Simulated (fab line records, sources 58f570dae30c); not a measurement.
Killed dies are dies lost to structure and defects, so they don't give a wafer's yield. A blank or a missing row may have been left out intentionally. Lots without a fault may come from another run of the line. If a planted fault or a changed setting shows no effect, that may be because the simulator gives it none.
fab line records + flow berkeleyCmos170 + part 2 of 2: steps 27 to 39 of 39
record:
- lots: 5
- wafers: 15
- lastDay: 12
route steps=331 shown NWELL@23 PWELL@34 WELLDRIVE@55 ACTIVE@60
lots that met no fault: taken from a fault-free run of the same line
startH: the number of hours between the record's first day and the start of the first shown wafer of the lot + waitH: how many hours have passed since the lot's step before this one + " same as the row above + L1.1+2: a single row standing in for several wafers + - no value, or no start was given + * or withheld: withheld + < > ~ a bound
route shown NAME@n: NAME is a module with steps in the file, n the number in the route of the first one + usual: mean/standard deviation taken from wafers without a fault + same: alike in all rows + chamber/n: place in a boat + sites: the reading at each site + _std_site: standard deviation across them + _edge_site: the outer-site mean with the inner-site mean subtracted + radiusMm: how far each site lies from the wafer's centre + mask NAME#n: copy n + behind: the last tool/chamber to shape the wafer + hold: why the lot went on hold/how many hours it stayed there/how the hold came to an end + device: the transistor (n, p or np) that didn't switch + end of line: tests run on the same wafers once the route is complete + step lacking rows: just its recipe + killed: at the first sort, the dies lost to defects and structure; wafer yield is something else + map: per-die view of a wafer (x killed, . not killed, _ where there is no die)
set.NAME: setting as actually run; set.NAME@STEP: the setting as run at that earlier step + model.NAME: the simulator's own value behind a step, which no gauge read
lots at some steps of the route; a table a step, a row a wafer
services: when a tool's chamber went out of use (startH, in hours from the record's first day, below 0 if earlier), for how many hours, and the reason
== steps ==
step: UCB170_PWELL_IMPLANT_15
recipe:
- species: B
- doseCm2: 5e+12
- energyKev: 60
- tiltDeg: 7
| lot.wafer  | tool         | chamber | startH | waitH |
|------------|--------------|---------|--------|-------|
| L078.3+4+6 | implanter-04 | 0       | 70.00  | 0.1   |
| L086.1+3+4 | implanter-01 | 0       | 106.01 | 0.1   |
| L084.2+4+6 | implanter-04 | 0       | 106.28 | 0.1   |
| L092.4+5+6 | implanter-01 | 0       | 139.64 | 0.1   |
| L096.2+5+6 | implanter-03 | 0       | 162.23 | 0.1   |
step: UCB170_PWELL_STRIP_16
recipe:
- chemistry: O2
- powerW: 400
- pressureMtorr: 3500
- platenTempC: withheld
- o2FlowSccm: 400
- overashFraction: 0.5
usual:
- drypumpMotorCurrentA: 6.0/0.38
- o2FlowSccm: 400.2/1.2
- oesProductAu: 0.721/0.0044
- stripTimeToEndpointS: 18.10/0.083
| lot.wafer | tool           | chamber | startH | waitH | drypumpMotorCurrentA | o2FlowSccm | oesProductAu | rfHoursCounterH | stripTimeToEndpointS |
|-----------|----------------|---------|--------|-------|----------------------|------------|--------------|-----------------|----------------------|
| L078.3    | plasmaAsher-01 | 0       | 70.13  | 0.1   | 6.2                  | 397.7      | 0.723        | -               | 18.07                |
| L078.4    | "              | 1       | "      | "     | 6.3                  | 401.8      | 0.729        | -               | 18.06                |
| L078.6    | "              | 0       | "      | "     | 6.2                  | 399.2      | 0.717        | -               | 18.09                |
| L086.1    | plasmaAsher-04 | 1       | 106.16 | 0.1   | 6.4                  | 399.0      | 0.721        | 42              | 17.98                |
| L086.3    | "              | 1       | "      | "     | 6.5                  | 398.3      | 0.713        | -               | 18.16                |
| L086.4    | "              | 0       | "      | "     | 5.3                  | 401.5      | 0.728        | -               | 18.07                |
| L084.2    | plasmaAsher-01 | 0       | 106.41 | 0.1   | 6.1                  | 400.5      | 0.726        | 41              | 18.17                |
| L084.4    | "              | 1       | "      | "     | 6.3                  | 401.2      | 0.716        | -               | 18.06                |
| L084.6    | "              | 1       | "      | "     | 6.3                  | 402.0      | 0.711        | -               | 18.10                |
| L092.4    | plasmaAsher-01 | 1       | 139.75 | 0.1   | 6.3                  | 400.9      | 0.718        | -               | 18.11                |
| L092.5    | "              | 0       | "      | "     | 6.1                  | 398.5      | 0.727        | -               | 18.12                |
| L092.6    | "              | 1       | "      | "     | 6.3                  | 401.2      | 0.721        | -               | 18.08                |
| L096.2    | plasmaAsher-01 | 0       | 162.35 | 0.1   | 6.2                  | 399.4      | 0.720        | 47              | 18.14                |
| L096.5    | "              | 0       | "      | "     | 6.1                  | 401.1      | 0.721        | -               | 18.27                |
| L096.6    | "              | 1       | "      | "     | 6.3                  | 397.0      | 0.729        | -               | 18.15                |
step: UCB170_PWELL_TW_MEAS_17
usual:
- PWELL_TW: 380.1/2.9
| lot.wafer | tool         | chamber | startH | waitH | PWELL_TW |
|-----------|--------------|---------|--------|-------|----------|
| L078.3    | filmMetro-01 | -       | 70.26  | 0.1   | 384.8    |
| L078.4    | "            | -       | "      | "     | 381.9    |
| L078.6    | "            | -       | "      | "     | 383.0    |
| L086.1    | filmMetro-01 | -       | 106.26 | 0.1   | 382.4    |
| L086.3    | "            | -       | "      | "     | 382.4    |
| L086.4    | "            | -       | "      | "     | 381.3    |
| L084.2    | filmMetro-04 | -       | 106.52 | 0.1   | 381.6    |
| L084.4    | "            | -       | "      | "     | 379.5    |
| L084.6    | "            | -       | "      | "     | 382.5    |
| L092.4    | filmMetro-03 | -       | 139.84 | 0.1   | 375.6    |
| L092.5    | "            | -       | "      | "     | 377.9    |
| L092.6    | "            | -       | "      | "     | 379.5    |
| L096.2    | filmMetro-01 | -       | 162.46 | 0.1   | 381.0    |
| L096.5    | "            | -       | "      | "     | 379.3    |
| L096.6    | "            | -       | "      | "     | 380.0    |
step: UCB170_PWELL_CLEAN_18
recipe:
- chemistry: SPM
- tempC: 120
- timeS: 600
| lot.wafer  | tool        | chamber | startH | waitH |
|------------|-------------|---------|--------|-------|
| L078.3+4+6 | wetBench-04 | 3       | 70.30  | 0.0   |
| L086.1+3+4 | wetBench-02 | 1       | 106.32 | 0.1   |
| L084.2+4+6 | wetBench-04 | 3       | 107.84 | 1.3   |
| L092.4+5+6 | wetBench-02 | 2       | 140.10 | 0.2   |
| L096.2+5+6 | wetBench-02 | 1       | 162.51 | 0.0   |
step: UCB170_PWELL_WET_ETCH_19
recipe:
- chemistry: H3PO4
- target: Si3N4
- tempC: 160
- timeS: 14400
| lot.wafer  | tool        | chamber | startH | waitH |
|------------|-------------|---------|--------|-------|
| L078.3+4+6 | wetBench-03 | 3       | 70.48  | 0.0   |
| L086.1+3+4 | wetBench-02 | 3       | 106.50 | 0.0   |
| L084.2+4+6 | wetBench-04 | 3       | 108.09 | 0.1   |
| L092.4+5+6 | wetBench-02 | 0       | 140.27 | 0.0   |
| L096.2+5+6 | wetBench-02 | 2       | 162.69 | 0.0   |
step: UCB170_PWELL_WET_ETCH_20
recipe:
- chemistry: BOE
- dilution: 5:1
- target: SiO2
- tempC: 25
- timeS: 22
| lot.wafer  | tool        | chamber | startH | waitH |
|------------|-------------|---------|--------|-------|
| L078.3+4+6 | wetBench-02 | 0       | 75.06  | 0.2   |
| L086.1+3+4 | wetBench-03 | 2       | 110.63 | 0.1   |
| L084.2+4+6 | wetBench-04 | 0       | 112.45 | 0.3   |
| L092.4+5+6 | wetBench-03 | 1       | 144.30 | 0.0   |
| L096.2+5+6 | wetBench-02 | 2       | 167.11 | 0.4   |
step: UCB170_WELLDRIVE_CLEAN_00
recipe:
- chemistry: SPM
- tempC: 120
- timeS: 600
| lot.wafer  | tool        | chamber | startH | waitH |
|------------|-------------|---------|--------|-------|
| L078.3+4+6 | wetBench-02 | 3       | 75.42  | 0.3   |
| L086.1+3+4 | wetBench-04 | 2       | 112.27 | 1.6   |
| L084.2+4+6 | wetBench-02 | 2       | 114.52 | 2.1   |
| L092.4+5+6 | wetBench-03 | 1       | 144.39 | 0.1   |
| L096.2+5+6 | wetBench-04 | 3       | 167.17 | 0.0   |
step: UCB170_WELLDRIVE_OXIDATION_01
recipe:
- tempC: 1100
- ambient: O2
- targetThkA: 1990
- oxTimeS: 9000
usual:
- spikeTcCentreC: 1103.0/1.2
| lot.wafer | tool       | chamber | startH | waitH | spikeTcCentreC |
|-----------|------------|---------|--------|-------|----------------|
| L078.3    | furnace-04 | 0       | 77.14  | 1.5   | 1103.1         |
| L078.4    | "          | 0       | "      | "     | 1103.8         |
| L078.6    | "          | 0       | "      | "     | 1102.9         |
| L084.2    | furnace-01 | 0       | 115.97 | 1.3   | 1101.2         |
| L084.4    | "          | 0       | "      | "     | 1102.4         |
| L084.6    | "          | 0       | "      | "     | 1100.6         |
| L086.1    | furnace-01 | 0       | 115.97 | 3.5   | 1101.8         |
| L086.3    | "          | 0       | "      | "     | 1105.1         |
| L086.4    | "          | 0       | "      | "     | 1103.1         |
| L092.4    | furnace-04 | 0       | 145.15 | 0.6   | 1104.4         |
| L092.5    | "          | 0       | "      | "     | 1102.8         |
| L092.6    | "          | 0       | "      | "     | 1104.8         |
| L096.2    | furnace-01 | 0       | 170.78 | 3.4   | 1102.9         |
| L096.5    | "          | 0       | "      | "     | 1103.2         |
| L096.6    | "          | 0       | "      | "     | 1101.1         |
step: UCB170_WELLDRIVE_THK_MEAS_02
recipe:
- reads: SiO2_of_WELLDRIVE_OXIDATION_01
usual:
- WELLDRIVE_OXIDE_THK: 199/3.8
| lot.wafer | tool         | chamber | startH | waitH | WELLDRIVE_OXIDE_THK[nm] |
|-----------|--------------|---------|--------|-------|-------------------------|
| L078.3    | filmMetro-01 | -       | 80.66  | 0.0   | 196                     |
| L078.4    | "            | -       | "      | "     | 199                     |
| L078.6    | "            | -       | "      | "     | 197                     |
| L086.1    | filmMetro-04 | -       | 119.47 | 0.0   | 202                     |
| L086.3    | "            | -       | "      | "     | 203                     |
| L086.4    | "            | -       | "      | "     | 202                     |
| L084.2    | filmMetro-02 | -       | 119.48 | 0.0   | 196                     |
| L084.4    | "            | -       | "      | "     | 196                     |
| L084.6    | "            | -       | "      | "     | 199                     |
| L092.4    | filmMetro-01 | -       | 148.68 | 0.0   | 192                     |
| L092.5    | "            | -       | "      | "     | 196                     |
| L092.6    | "            | -       | "      | "     | 198                     |
| L096.2    | filmMetro-02 | -       | 174.29 | 0.0   | 200                     |
| L096.5    | "            | -       | "      | "     | 204                     |
| L096.6    | "            | -       | "      | "     | 202                     |
step: UCB170_WELLDRIVE_ANNEAL_03
recipe:
- tempC: 1100
- timeS: 900
- ambient: N2
usual:
- spikeTcCentreC: 1102.6/1.2
| lot.wafer | tool       | chamber | startH | waitH | spikeTcCentreC |
|-----------|------------|---------|--------|-------|----------------|
| L078.3    | furnace-04 | 0       | 86.49  | 5.8   | 1100.8         |
| L078.4    | "          | 0       | "      | "     | 1103.8         |
| L078.6    | "          | 0       | "      | "     | 1103.8         |
| L084.2    | furnace-03 | 0       | 122.15 | 2.7   | 1103.1         |
| L084.4    | "          | 0       | "      | "     | 1102.2         |
| L084.6    | "          | 0       | "      | "     | 1100.7         |
| L086.1    | furnace-03 | 0       | 122.15 | 2.7   | 1102.8         |
| L086.3    | "          | 0       | "      | "     | 1101.9         |
| L086.4    | "          | 0       | "      | "     | 1101.3         |
| L092.4    | furnace-04 | 0       | 151.65 | 3.0   | 1102.4         |
| L092.5    | "          | 0       | "      | "     | 1105.0         |
| L092.6    | "          | 0       | "      | "     | 1103.4         |
| L096.2    | furnace-01 | 0       | 177.28 | 3.0   | 1101.1         |
| L096.5    | "          | 0       | "      | "     | 1102.8         |
| L096.6    | "          | 0       | "      | "     | 1102.5         |
step: UCB170_WELLDRIVE_WET_ETCH_04
recipe:
- chemistry: BOE
- dilution: 5:1
- target: SiO2
- tempC: 25
- timeS: 120
| lot.wafer  | tool        | chamber | startH | waitH |
|------------|-------------|---------|--------|-------|
| L078.3+4+6 | wetBench-04 | 0       | 87.74  | 0.0   |
| L084.2+4+6 | wetBench-04 | 2       | 123.40 | 0.0   |
| L086.1+3+4 | wetBench-04 | 1       | 123.40 | 0.0   |
| L092.4+5+6 | wetBench-03 | 3       | 152.90 | 0.0   |
| L096.2+5+6 | wetBench-04 | 2       | 178.53 | 0.0   |
step: UCB170_ACTIVE_CLEAN_00
recipe:
- chemistry: SPM
- tempC: 120
- timeS: 600
| lot.wafer  | tool        | chamber | startH | waitH |
|------------|-------------|---------|--------|-------|
| L078.3+4+6 | wetBench-04 | 1       | 87.95  | 0.2   |
| L084.2+4+6 | wetBench-04 | 0       | 123.44 | 0.0   |
| L086.1+3+4 | wetBench-04 | 3       | 123.44 | 0.0   |
| L092.4+5+6 | wetBench-02 | 2       | 152.95 | 0.0   |
| L096.2+5+6 | wetBench-02 | 2       | 178.57 | 0.0   |
step: UCB170_ACTIVE_CLEAN_01
recipe:
- chemistry: dHF
- dilution: 25:1
- timeS: 60
| lot.wafer  | tool        | chamber | startH | waitH |
|------------|-------------|---------|--------|-------|
| L078.3+4+6 | wetBench-04 | 1       | 88.13  | 0.0   |
| L084.2+4+6 | wetBench-04 | 3       | 123.62 | 0.0   |
| L086.1+3+4 | wetBench-04 | 3       | 123.62 | 0.0   |
| L092.4+5+6 | wetBench-03 | 2       | 153.12 | 0.0   |
| L096.2+5+6 | wetBench-04 | 1       | 178.76 | 0.0   |
== services ==
| tool           | chamber | startH | hours | kind   |
|----------------|---------|--------|-------|--------|
| furnace-01     | -       | 28.02  | 3.0   | pm     |
| implanter-03   | -       | 32.31  | 3.2   | repair |
| rieDiel-03     | 0       | 36.21  | 15.8  | repair |
| plasmaAsher-03 | -       | 53.78  | 2.8   | pm     |
| furnace-04     | -       | 54.24  | 5.0   | pm     |
| rieDiel-03     | -       | 54.94  | 0.5   | repair |
| plasmaAsher-04 | -       | 55.00  | 4.0   | repair |
| rieDiel-03     | 3       | 57.43  | 3.3   | repair |
| plasmaAsher-04 | -       | 66.64  | 2.8   | pm     |
| plasmaAsher-02 | -       | 67.20  | 1.6   | repair |
| furnace-01     | -       | 69.94  | 18.8  | repair |
| krfScanner-01  | -       | 71.51  | 0.1   | repair |
| rieDiel-04     | 3       | 94.73  | 2.5   | repair |
| plasmaAsher-04 | -       | 95.93  | 6.5   | repair |
| krfScanner-01  | -       | 101.39 | 1.0   | pm     |
| implanter-03   | -       | 105.36 | 5.2   | pm     |
| krfScanner-01  | -       | 122.71 | 1.0   | repair |
| rieDiel-04     | 1       | 136.93 | 12.5  | repair |
| furnace-02     | -       | 138.39 | 3.6   | pm     |
| implanter-03   | -       | 144.61 | 1.0   | repair |
| krfScanner-01  | -       | 150.77 | 0.8   | pm     |
| krfScanner-02  | -       | 169.68 | 0.8   | pm     |
| krfScanner-01  | -       | 171.29 | 1.3   | pm     |
| krfScanner-02  | -       | 172.59 | 1.3   | pm     |
